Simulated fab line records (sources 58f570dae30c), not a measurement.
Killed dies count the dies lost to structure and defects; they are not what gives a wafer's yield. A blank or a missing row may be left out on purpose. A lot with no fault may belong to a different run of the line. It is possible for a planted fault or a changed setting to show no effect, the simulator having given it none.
What tool caused it? -- flow berkeley_cmos170 -- Sampling: 14 lots, 42 wafers, 5 of 331 route steps

## WHAT THE GAUGES SHOWED, per wafer
UCB170_SDANNEAL_RS_MEAS_04: uses a four-point probe to measure. Usual: PLDD_RS gives 1032.6 ohm/sq (standard deviation 2.3).
lot,measured,on,PLDD_RS (ohm/sq),flag
L589,day 6 18:30,film_metro-02,1035.2 1032.9 1035.8,
L590,day 6 18:59,film_metro-04,1036.2 1037.3 1035.1,
L591,day 7 13:31,film_metro-03,1031.2 1031.6 1032.3,
L595,day 7 18:41,film_metro-02,1034.3 1035.3 1032.4,
L593,day 7 19:19,film_metro-02,1030.4 1029.6 1029.4,
L599,day 8 18:41,film_metro-02,1035.0 1035.0 1035.9,
L601,day 9 02:21,film_metro-03,1031.0 1030.7 1036.2,
L600,day 9 02:32,film_metro-02,1032.1 1031.6 1028.9,
L602,day 10 07:35,film_metro-03,1031.4 1035.9 1030.9,
L604,day 10 07:50,film_metro-04,1030.9 1031.1 1030.8,
L605,day 10 11:43,film_metro-02,1028.8 1032.3 1031.0,
L606,day 10 17:22,film_metro-03,1030.9 1032.7 1028.4,
L607,day 10 19:29,film_metro-02,1031.7 1030.8 1031.4,
L610,day 11 12:38,film_metro-02,1033.2 1031.5 1029.3,

UCB170_CONTACT_CD_MEAS_15 targets a cd of 700 nm. Usual: cd_nm reads 700.2 nm (standard deviation 1.5).
lot,measured,on,cd_nm (nm),flag
L589,day 6 23:03,cd_sem-01,698.4 698.7 697.9,
L590,day 7 01:25,cd_sem-02,699.5 699.4 700.6,
L591,day 7 18:34,cd_sem-02,701.6 702.0 699.5,
L595,day 7 23:31,cd_sem-01,698.3 698.9 697.9,
L593,day 8 00:25,cd_sem-01,700.7 700.5 701.7,
L599,day 8 22:57,cd_sem-02,700.8 698.7 698.8,
L601,day 9 06:37,cd_sem-01,700.0 699.5 700.7,
L600,day 9 06:48,cd_sem-02,697.7 698.7 697.6,
L602,day 10 12:02,cd_sem-01,699.6 701.4 699.7,
L604,day 10 16:53,cd_sem-01,698.5 698.4 700.4,
L605,day 10 20:40,cd_sem-02,698.6 699.6 700.6,
L606,day 10 23:25,cd_sem-01,700.1 700.0 700.7,
L607,day 11 03:30,cd_sem-02,701.4 698.9 699.7,
L610,day 11 18:49,cd_sem-01,702.5 702.0 702.8,

UCB170_V1_THK_MEAS_01. Usual: V1_TEOS_THK gives 1998 nm (standard deviation 26).
lot,measured,on,V1_TEOS_THK (nm),flag
L589,day 7 05:38,film_metro-03,1993 2017 1991,
L590,day 7 08:39,film_metro-01,4050 4111 4094,OFF
L591,day 8 01:59,film_metro-01,1959 1966 1981,
L595,day 8 05:59,film_metro-02,1954 2002 1992,
L593,day 8 06:18,film_metro-03,3951 3968 4045,OFF
L599,day 9 08:58,film_metro-02,2003 2013 2019,
L601,day 9 14:39,film_metro-03,1994 1985 1984,
L600,day 9 14:34,film_metro-01,1972 2000 2000,
L602,day 10 18:29,film_metro-01,1988 1982 2019,
L604,day 10 23:41,film_metro-01,1976 2018 1991,
L605,day 11 02:40,film_metro-03,1948 2006 2008,
L606,day 11 07:05,film_metro-02,1979 2032 2015,
L607,day 11 11:22,film_metro-01,1984 1987 2023,
L610,day 12 01:58,film_metro-02,2039 2020 2010,

## TOOL THAT RAN EACH LOT (tool first, then ch and the chambers of the sampled wafers, then the start)
lot,UCB170_CONTACT_STRIP_19,UCB170_V1_CVD_00
L589,"plasma_asher-02 ch 0,1, day 6 23:22","pecvd-03 ch 0,1,2, day 7 05:29"
L590,"plasma_asher-04 ch 0,1, day 7 01:43","pecvd-01 ch 0,1,2, day 7 08:13"
L591,"plasma_asher-04 ch 0,1, day 7 18:53","pecvd-03 ch 0,1,2, day 8 01:49"
L595,"plasma_asher-02 ch 0,1, day 7 23:50","pecvd-03 ch 1,2, day 8 05:49"
L593,"plasma_asher-02 ch 0,1, day 8 00:44","pecvd-04 ch 0,1,2, day 8 05:49"
L599,"plasma_asher-04 ch 0,1, day 8 23:17","pecvd-01 ch 0,1, day 9 08:49"
L601,"plasma_asher-02 ch 0,1, day 9 06:56","pecvd-03 ch 1,2, day 9 14:29"
L600,"plasma_asher-01 ch 0,1, day 9 07:07","pecvd-04 ch 0,1,2, day 9 14:24"
L602,"plasma_asher-04 ch 0,1, day 10 12:21","pecvd-01 ch 1,2, day 10 18:20"
L604,"plasma_asher-04 ch 0,1, day 10 17:12","pecvd-01 ch 0,2, day 10 23:31"
L605,"plasma_asher-01 ch 0,1, day 10 20:59","pecvd-03 ch 0,2, day 11 02:30"
L606,"plasma_asher-04 ch 0,1, day 10 23:44","pecvd-01 ch 0,2, day 11 06:56"
L607,"plasma_asher-04 ch 0,1, day 11 03:49","pecvd-01 ch 0,2, day 11 11:13"
L610,"plasma_asher-01 ch 0,1, day 11 19:09","pecvd-01 ch 0,1,2, day 12 01:49"
- UCB170_CONTACT_STRIP_19: strips in O2.
- UCB170_V1_CVD_00: deposits SiO2 from TEOS/O2, target thk 2000 nm, time 250 s.

## WHAT THE TOOLS THEMSELVES READ (means of the sampled wafers that have a number; where no wafer has one, the mark that the record gives instead)
UCB170_CONTACT_STRIP_19. Usual: drypump_motor_current_A 5.6 A, standard deviation 0.52; oes_product_au 0.726 a.u., standard deviation 0.005.
lot,tool,drypump_motor_current_A (A),oes_product_au (a.u.),flag
L589,plasma_asher-02,5.8,0.726,
L590,plasma_asher-04,5.2,0.730,
L591,plasma_asher-04,5.2,0.726,
L595,plasma_asher-02,5.6,0.725,
L593,plasma_asher-02,5.8,0.727,
L599,plasma_asher-04,5.5,0.726,
L601,plasma_asher-02,5.8,0.725,
L600,plasma_asher-01,6.2,0.730,
L602,plasma_asher-04,5.5,0.724,
L604,plasma_asher-04,5.2,0.730,
L605,plasma_asher-01,5.9,0.722,
L606,plasma_asher-04,5.2,0.727,
L607,plasma_asher-04,5.2,0.721,
L610,plasma_asher-01,5.9,0.723,

UCB170_V1_CVD_00. Usual: heater_power_w reads 248 W (standard deviation 41).
lot,tool,heater_power_w (W),flag
L589,pecvd-03,240,
L590,pecvd-01,278,
L591,pecvd-03,207,
L595,pecvd-03,227,
L593,pecvd-04,231,
L599,pecvd-01,268,
L601,pecvd-03,200,
L600,pecvd-04,217,
L602,pecvd-01,266,
L604,pecvd-01,271,
L605,pecvd-03,236,
L606,pecvd-01,245,
L607,pecvd-01,285,
L610,pecvd-01,260,

## THE ANSWER, worked out from the rows above alone
Rule: lot off if the mean of its wafers having a number is beyond 3 standard deviations from the usual mean. Also off: a lot with no number at a reading for which 4 or more lots have one. Where the step has rows for the other lots, those lots are counted as sound. After the gauges, taken in route order, come the tools' own readings; for these a lot's mean is taken, as printed above. At the first step where some lot is off, the reading lying furthest off is the one used; lots without a number count as furthest.
Off: at UCB170_V1_THK_MEAS_01 (V1_TEOS_THK), L590, L593.
A tool fits if, at a process step before that reading, it ran every lot that is off, and no sound lot after the first of them. The gauges at UCB170_V1_THK_MEAS_01 are tried like those tools. Of those tried, none fits.

## WHAT THE SIMULATOR HAD PUT IN
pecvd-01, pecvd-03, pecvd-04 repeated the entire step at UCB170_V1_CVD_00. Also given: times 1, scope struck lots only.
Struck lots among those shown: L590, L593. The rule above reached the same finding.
